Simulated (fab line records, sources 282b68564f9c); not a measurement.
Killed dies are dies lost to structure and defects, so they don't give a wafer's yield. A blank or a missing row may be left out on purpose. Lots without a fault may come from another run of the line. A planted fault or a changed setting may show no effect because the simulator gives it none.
Split-lot experiment | flow rit_cmos | 5 lots, 23 wafers read, on a route of 202 steps

THE SPLIT
At RIT_NWELL_COAT_01 (resist thk 1300 nm), the setting resist_thk_nm was moved away from the recipe's 1300 nm on 6 of the 23 wafers read, by -4.5% to +4.5%. The other wafers ran this setting at the recipe's value.

FROM THE SPLIT TO THE READING: what the file shows between them, 3 steps
- RIT_NWELL_SOFTBAKE_02: time 60 s
- RIT_NWELL_EXPOSE_03: exposes mask M2, target cd 43900 nm
- RIT_NWELL_DEVELOP_05: develop time 68 s

THE READING
NOVOLAK_of_NWELL_COAT_01.thk_nm (the simulator's own value, which no gauge read), in nm, at RIT_NWELL_HARDBAKE_07 (time 120 s). The file gives no usual value for it. The 17 wafers here that ran the recipe average 1135 nm, standard deviation 3.3 nm.

wafer  | tool, chamber at the split | resist_thk_nm as run, nm | against the recipe | NOVOLAK_of_NWELL_COAT_01.thk_nm, nm | against lot-mates on the recipe
L074.1 | litho_track-02, 0          | 1300                     | recipe             | 1137                                | -
L074.4 | litho_track-02, 0          | 1300                     | recipe             | 1137                                | -
L074.2 | litho_track-02, 0          | 1359                     | +4.5%              | 1186                                | +50
L074.3 | litho_track-02, 0          | 1359                     | +4.5%              | 1186                                | +50
L074.5 | litho_track-02, 0          | 1300                     | recipe             | 1135                                | -
L082.2 | litho_track-01, 0          | 1300                     | recipe             | 1135                                | -
L082.4 | litho_track-01, 0          | 1300                     | recipe             | 1135                                | -
L082.5 | litho_track-01, 0          | 1300                     | recipe             | 1134                                | -
L083.1 | litho_track-01, 0          | 1241                     | -4.5%              | 1079                                | -51
L083.3 | litho_track-01, 0          | 1241                     | -4.5%              | 1079                                | -51
L083.4 | litho_track-01, 0          | 1300                     | recipe             | 1129                                | -
L083.5 | litho_track-01, 0          | 1300                     | recipe             | 1130                                | -
L083.6 | litho_track-01, 0          | 1300                     | recipe             | 1132                                | -
L084.2 | litho_track-02, 0          | 1300                     | recipe             | 1136                                | -
L084.5 | litho_track-02, 0          | 1300                     | recipe             | 1136                                | -
L084.3 | litho_track-02, 0          | 1300                     | recipe             | 1134                                | -
L084.4 | litho_track-02, 0          | 1300                     | recipe             | 1137                                | -
L084.6 | litho_track-02, 0          | 1300                     | recipe             | 1132                                | -
L085.1 | litho_track-02, 0          | 1300                     | recipe             | 1142                                | -
L085.2 | litho_track-02, 0          | 1300                     | recipe             | 1139                                | -
L085.3 | litho_track-02, 0          | 1272                     | -2.2%              | 1117                                | -23
L085.4 | litho_track-02, 0          | 1272                     | -2.2%              | 1118                                | -22
L085.6 | litho_track-02, 0          | 1300                     | recipe             | 1140                                | -

THE FIT
A straight line over all 23 wafers: NOVOLAK_of_NWELL_COAT_01.thk_nm changes by +11.4 nm for each +1% of resist_thk_nm; r = +0.99; the points scatter about the line by 3.9 nm.
The same after taking each lot's own level away (the mean of its wafers on the recipe; 23 wafers): +11.1 nm for each +1%; r = +1.00; scatter 1.3 nm.
On that fit, the largest move of resist_thk_nm shifts the reading by 50 nm.
The lots' own levels span 1130.3 to 1140.3 nm, that is 3.0 times the standard deviation above.
So the lot-to-lot level changes the slope little: the two slopes agree.
Check: with one of the wafers moved furthest among these (+4.5%) left out of the fit, the line predicts +50.4 nm for it against its lot-mates. It came out at +49.7 nm against them.

OTHER SPLITS ON THESE WAFERS
These wafers also went through other splits before the reading. Each is held against what the fit with the lots' levels taken away leaves over:
other split on the same wafers  | wafers away from the commonest value | r with NOVOLAK_of_NWELL_COAT_01.thk_nm (lot level and that fit taken away)
RIT_FOX1_OXIDATION_00 ox_time_s | 18                                   | -0.19

THE WHOLE CHAIN: every reading that the file lists as answering this split, in the file's order
step                  | what it does       | reading                                                                          | change (the file's fit)              | r (the file's)
RIT_NWELL_COAT_01     | resist thk 1300 nm | NOVOLAK_of_NWELL_COAT_01.thk_nm (the simulator's own value, which no gauge read) | +12.8 nm for each +1% of the setting | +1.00
RIT_NWELL_HARDBAKE_07 | time 120 s         | NOVOLAK_of_NWELL_COAT_01.thk_nm (the simulator's own value, which no gauge read) | +11.1 nm for each +1% of the setting | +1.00

THE FILE'S OWN FIT
NOVOLAK_of_NWELL_COAT_01.thk_nm changes by +11.1 nm for each +1% of resist_thk_nm, r = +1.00.
